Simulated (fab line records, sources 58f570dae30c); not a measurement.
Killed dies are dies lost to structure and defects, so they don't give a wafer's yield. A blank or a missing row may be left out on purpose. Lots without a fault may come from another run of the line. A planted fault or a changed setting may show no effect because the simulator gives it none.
Chamber matching | flow berkeley_cmos170 | UCB170_V2_CMP_02 on cmp-02: 4 sister chambers
The step polishes SiO2. 8 wafers are shown with their chamber, then 8 later ones without.

WAFERS WITH THEIR CHAMBER
wafer  | chamber | motor_current_A (A) | slurry_filter_dp_kPa (kPa)
L247.5 | 0       | 16.3                | 13.37
L250.6 | 1       | 14.0                | 13.53
L251.4 | 3       | 14.5                | 13.44
L251.5 | 2       | 12.8                | 13.86
L253.2 | 3       | 15.5                | 13.62
L253.5 | 1       | 14.8                | 13.64
L253.6 | 0       | 16.1                | 13.63
L260.1 | 2       | 13.3                | 13.31

WAFERS WITHOUT THEIR CHAMBER
wafer  | motor_current_A (A) | slurry_filter_dp_kPa (kPa)
L260.5 | 16.8                | 13.68
L260.6 | 15.2                | 13.56
L266.1 | 17.3                | 13.66
L266.2 | 14.8                | 13.64
L266.3 | 13.4                | 13.60
L267.1 | 14.8                | 13.51
L267.2 | 14.4                | 13.51
L267.6 | 14.8                | 13.63

WHICH CHAMBER EACH WENT THROUGH
wafer  | from the rows above          | in truth
L260.5 | 0                            | 0
L260.6 | can't be placed: 3 or 1 or 0 | 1
L266.1 | 0                            | 0
L266.2 | can't be placed: 3 or 1      | 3
L266.3 | can't be placed: 2 or 1      | 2
L267.1 | can't be placed: 3 or 1      | 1
L267.2 | can't be placed: 1 or 3      | 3
L267.6 | can't be placed: 3 or 1      | 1
Placed correctly: 2 of 8. Can't be placed from these rows: 6 (the true chamber is among the candidates in 6). Placed wrongly: 0.
How it was worked out, from the rows above alone: a wafer's distance from a chamber is the root of the sum, over the readings, of the square of ((its reading less the chamber's mean) divided by the reading's scatter). The wafer belongs to the nearest chamber; if the next one is less than 2 further off, it can't be placed. A chamber's mean is the mean of its shown wafers. The scatter: the root of (the sum of the squares of (reading less its chamber's mean) over the shown wafers, divided by (wafers less chambers)).
